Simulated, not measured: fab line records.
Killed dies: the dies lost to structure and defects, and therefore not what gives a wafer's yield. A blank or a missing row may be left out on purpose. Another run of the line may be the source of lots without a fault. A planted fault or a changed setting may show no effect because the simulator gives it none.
Split-lot trial    flow berkeley-cmos170    5 lots, 23 wafers read, on a route of 331 steps

THE SPLIT ITSELF
At UCB170_M3_SPUTTER_01 (material Al, target thk 900 nm, time 120 s), the setting time-s was moved away from the recipe's 120 s on 5 of the 23 wafers read, by -10.2% to -8.1%. The other wafers ran this setting at the recipe's value.

FROM THE SPLIT TO THE READING: what the file shows between them, 6 steps
- UCB170_M3_RS_MEAS_02: measures by four-point-probe
- UCB170_M3_THK_MEAS_03: measures by xrf
- UCB170_M3_COAT_09 (also split here: spin-rpm)
- UCB170_M3_COAT_10: resist thk 900 nm
- UCB170_M3_SOFTBAKE_11: time 60 s
- UCB170_M3_ETCH_17: etches BARC in N2/H2

THE READING
oes-product-au, in a.u., at UCB170_M3_METAL_ETCH_18 (etches Al in Cl2/BCl3, stops on SiO2, target depth 1170 nm, time 186.4 s). A value of 0.874 a.u. with a standard deviation of 0.011 a.u. is what fault-free wafers of this fab line usually give.

wafer   tool, chamber at the split  time-s as run, s  against the recipe  oes-product-au, a.u.  against lot-mates on the recipe
L079.1  pvd-sputter-02, -           107.7             -10.2%              0.816                 -0.058
L079.2  pvd-sputter-02, -           120               recipe              0.874                 -
L079.3  pvd-sputter-02, -           120               recipe              0.874                 -
L079.5  pvd-sputter-02, -           107.7             -10.2%              0.815                 -0.059
L079.6  pvd-sputter-02, -           107.7             -10.2%              0.830                 -0.044
L078.1  pvd-sputter-04, -           120               recipe              0.872                 -
L078.2  pvd-sputter-04, -           120               recipe              0.875                 -
L078.4  pvd-sputter-04, -           120               recipe              0.865                 -
L078.5  pvd-sputter-04, -           120               recipe              0.876                 -
L078.6  pvd-sputter-04, -           120               recipe              0.869                 -
L081.1  pvd-sputter-01, -           120               recipe              0.867                 -
L081.2  pvd-sputter-01, -           120               recipe              0.891                 -
L081.6  pvd-sputter-01, -           120               recipe              0.860                 -
L084.1  pvd-sputter-02, -           120               recipe              0.864                 -
L084.2  pvd-sputter-02, -           120               recipe              0.882                 -
L084.4  pvd-sputter-02, -           120               recipe              0.882                 -
L084.5  pvd-sputter-02, -           120               recipe              0.855                 -
L084.6  pvd-sputter-02, -           120               recipe              0.878                 -
L085.1  pvd-sputter-02, -           120               recipe              0.877                 -
L085.2  pvd-sputter-02, -           110.3             -8.1%               0.820                 -0.052
L085.4  pvd-sputter-02, -           120               recipe              0.874                 -
L085.5  pvd-sputter-02, -           110.3             -8.1%               0.836                 -0.036
L085.6  pvd-sputter-02, -           120               recipe              0.866                 -

THE FIT
A straight line over all 23 wafers: oes-product-au changes by +0.00518 a.u. for each +1% of time-s; r = +0.93; the points scatter about the line by 0.0086 a.u.
The same after taking each lot's own level away (the mean of its wafers on the recipe; 23 wafers): +0.00531 a.u. for each +1%; r = +0.93; scatter 0.0086 a.u.
Per that fit: largest time-s move, reading shift of 0.054 a.u.
From 0.8714 to 0.8740 a.u.: that is the span of the lots' own levels, equal to 0.2 times the standard deviation above.
Consequently the slope shifts little with the lot-to-lot level, the two slopes agreeing.
Check: -0.0533 a.u. against its lot-mates is what the line predicts for one of the wafers moved furthest among these (-10.2%) when that wafer is left out of the fit. It came out at -0.058 a.u. against them.

FURTHER SPLITS ON THESE WAFERS
These wafers also went through other splits before the reading. Each is held against what the fit with the lots' levels taken away leaves over:
other split on the same wafers   wafers away from the commonest value  r with oes-product-au (lot level and that fit taken away)
UCB170_V2_COAT_07 resist-thk-nm  8                                     +0.17
UCB170_M3_COAT_09 spin-rpm       6                                     +0.09

THE WHOLE CHAIN: every reading that the file lists as answering this split, in the file's order
step                     what it does                                                              reading                                                                      change (the file's fit)                    r (the file's)
UCB170_M3_SPUTTER_01     material Al, target thk 900 nm, time 120 s                                Al_of_M3_SPUTTER_01.thk-nm (the simulator's own value, which no gauge read)  +9.12 nm for each +1% of the setting       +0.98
UCB170_M3_RS_MEAS_02     measures by four-point-probe                                              M3_AL_RS                                                                     -0.000373 for each +1% of the setting      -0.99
UCB170_M3_THK_MEAS_03    measures by xrf                                                           M3_AL_THK                                                                    +9.17 for each +1% of the setting          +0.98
UCB170_M3_METAL_ETCH_18  etches Al in Cl2/BCl3, stops on SiO2, target depth 1170 nm, time 186.4 s  oes-product-au                                                               +0.00532 a.u. for each +1% of the setting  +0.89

THE FILE'S OWN FIT
oes-product-au changes by +0.00532 a.u. for each +1% of time-s, r = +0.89.
